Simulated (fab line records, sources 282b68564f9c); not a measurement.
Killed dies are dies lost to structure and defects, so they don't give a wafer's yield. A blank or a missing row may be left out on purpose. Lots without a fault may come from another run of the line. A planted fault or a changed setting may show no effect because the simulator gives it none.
Chamber matching | flow rit_cmos | RIT_GATE_ETCH_19 on rie_si-01: 4 sister chambers
The step etches poly-Si in SF6/CHF3/O2, stops on SiO2, time 165 s, target depth 312.5 nm. 4 wafers are shown with their chamber, then 8 later ones without.

WAFERS WITH THEIR CHAMBER
wafer  | chamber | throttle_valve_pct (%)
L719.2 | 1       | 10.46
L721.3 | 0       | 10.21
L721.6 | 2       | 10.56
L723.2 | 3       | 10.39

WAFERS WITHOUT THEIR CHAMBER
wafer  | throttle_valve_pct (%)
L723.3 | 10.54
L723.6 | 10.55
L725.1 | 10.57
L725.4 | 10.46
L725.6 | 10.40
L727.1 | 10.24
L727.3 | 10.47
L727.6 | 10.57

WHICH CHAMBER EACH WENT THROUGH
wafer  | from the rows above | in truth
L723.3 | 2                   | 2
L723.6 | 2                   | 2
L725.1 | 2                   | 2
L725.4 | 1                   | 1
L725.6 | 3                   | 3
L727.1 | 0                   | 0
L727.3 | 1                   | 1
L727.6 | 2                   | 2
Placed correctly: 8 of 8. Can't be placed from these rows: 0. Placed wrongly: 0.
How it was worked out, from the rows above alone: a wafer's distance from a chamber is the root of the sum, over the readings, of the square of ((its reading less the chamber's mean) divided by the reading's scatter). The wafer belongs to the nearest chamber; if the next one is less than 2 further off, it can't be placed. A chamber's mean is the mean of its shown wafers. The scatter: with one shown wafer a chamber, the root of the mean of the squares of how far each hidden wafer lies from its nearest shown one.
